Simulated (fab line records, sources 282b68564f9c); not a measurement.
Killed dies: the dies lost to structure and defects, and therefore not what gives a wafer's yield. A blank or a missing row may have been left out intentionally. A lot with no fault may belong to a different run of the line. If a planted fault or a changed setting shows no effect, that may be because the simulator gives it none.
Which tool is to blame? + flow rit cmos + 14 lots, 42 wafers sampled, at 2 steps of a route of 202

## WHAT EACH GAUGE READ, for each wafer
No reading from a measuring or inspecting step in the record can be judged against a usual standard deviation.

## WHAT TOOL EACH LOT RAN ON (gives the tool, then ch and the chambers of the sampled wafers, and finally the start)
| lot  | RIT_PRETRO_DEVELOP_05            | RIT_M1_PROBE_99        |
|------|----------------------------------|------------------------|
| L458 | litho track-04 ch 0, day 2 07:00 | -                      |
| L459 | litho track-02 ch 0, day 2 13:00 | -                      |
| L461 | litho track-02 ch 0, day 3 01:00 | -                      |
| L463 | litho track-03 ch 0, day 3 10:00 | -                      |
| L466 | litho track-03 ch 0, day 3 22:00 | prober-01, day 5 03:37 |
| L468 | litho track-04 ch 0, day 4 12:00 | prober-01, day 5 18:11 |
| L469 | litho track-04 ch 0, day 4 16:00 | prober-02, day 5 23:38 |
| L470 | litho track-02 ch 0, day 4 20:00 | -                      |
| L473 | litho track-03 ch 0, day 5 11:00 | -                      |
| L476 | litho track-03 ch 0, day 6 08:00 | prober-01, day 7 21:46 |
| L478 | litho track-02 ch 0, day 6 17:00 | -                      |
| L477 | litho track-02 ch 0, day 6 17:00 | -                      |
| L479 | litho track-02 ch 0, day 7 01:00 | -                      |
| L480 | litho track-02 ch 0, day 7 11:00 | prober-02, day 9 00:30 |
- RIT_PRETRO_DEVELOP_05: develop time 68 s.
- RIT_M1_PROBE_99

## AS READ BY THE TOOLS THEMSELVES (means over the sampled wafers that have a number; for cases with no such wafer, the mark the record gives instead)
RIT_PRETRO_DEVELOP_05. Usual: chill plate temp C 23.02 C, standard deviation 0.12; developer temp C 22.99 C, standard deviation 0.11; resist line temp C 22.98 C, standard deviation 0.12.
| lot  | tool           | chill plate temp C (C) | developer temp C (C) | resist line temp C (C) | flag |
|------|----------------|------------------------|----------------------|------------------------|------|
| L458 | litho track-04 | 22.99                  | 22.88                | 23.00                  |      |
| L459 | litho track-02 | 22.74                  | 23.03                | 23.03                  |      |
| L461 | litho track-02 | 23.08                  | 23.08                | 22.95                  |      |
| L463 | litho track-03 | 23.13                  | 22.98                | 23.15                  |      |
| L466 | litho track-03 | 23.10                  | 22.95                | 22.89                  |      |
| L468 | litho track-04 | 23.06                  | 22.89                | 22.84                  |      |
| L469 | litho track-04 | 22.99                  | 23.04                | 23.13                  |      |
| L470 | litho track-02 | 23.00                  | 22.87                | 23.04                  |      |
| L473 | litho track-03 | 23.03                  | 23.94                | 23.08                  | OFF  |
| L476 | litho track-03 | 23.04                  | 23.81                | 22.97                  | OFF  |
| L478 | litho track-02 | 23.11                  | 22.90                | 22.87                  |      |
| L477 | litho track-02 | 23.10                  | 23.03                | 23.00                  |      |
| L479 | litho track-02 | 22.87                  | 22.99                | 23.10                  |      |
| L480 | litho track-02 | 22.98                  | 23.14                | 22.99                  |      |

RIT_M1_PROBE_99. Usual: killed at contacts 0.1, standard deviation 0.27; killed at front end 7, standard deviation 3.1; killed dies 7, standard deviation 3.2; killed open 3.8, standard deviation 2.1; killed short 3.6, standard deviation 2.
| lot  | tool      | killed at contacts | killed at front end | killed dies | killed open | killed short | flag |
|------|-----------|--------------------|---------------------|-------------|-------------|--------------|------|
| L466 | prober-01 | 0.0                | 8                   | 8           | 3.3         | 5.0          |      |
| L468 | prober-01 | 0.0                | 10                  | 10          | 5.3         | 4.7          |      |
| L469 | prober-02 | 0.0                | 8                   | 8           | 4.0         | 4.0          |      |
| L476 | prober-01 | 0.7                | 6                   | 6           | 3.0         | 3.3          |      |
| L480 | prober-02 | 0.0                | 7                   | 7           | 4.7         | 2.0          |      |

## THE ANSWER, worked out from the rows above alone
Rule: a lot counts as off when the mean over its wafers that have a number is more than 3 standard deviations away from the usual mean. A lot without any number at a reading at which 4 lots or more have one is off too. Any other lot the step has rows for is counted as sound. After the gauges, taken in route order, come the tools' own readings; for these a lot's mean is taken, as printed above. The first step at which some lot is off is used, and at that step the reading that is off furthest; a lot without a number counts as furthest.
Off, at RIT_PRETRO_DEVELOP_05 on developer temp C: L473, L476.
A tool fits if, at that step or a process step before it, it ran every lot that is off, and no sound lot after the first of them. One candidate fits, namely litho track-03 at RIT_PRETRO_DEVELOP_05. A fault onset in the window from L466 (day 3 22:00, its last sound lot) to L473 (day 5 11:00, its first lot off) fits.
On the lots that are off, the tool's own readings at RIT_PRETRO_DEVELOP_05 differ by more than 5 times the standard deviation of the sound lots' means, which bears it out; developer temp C reads 23.88 C there versus 22.98 C on the sound lots.

## WHAT WAS PUT IN BY THE SIMULATOR
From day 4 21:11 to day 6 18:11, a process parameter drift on litho track-03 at RIT_PRETRO_DEVELOP_05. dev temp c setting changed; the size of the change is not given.
Shown lots that were struck: L473, L476. Same finding as the rule above.
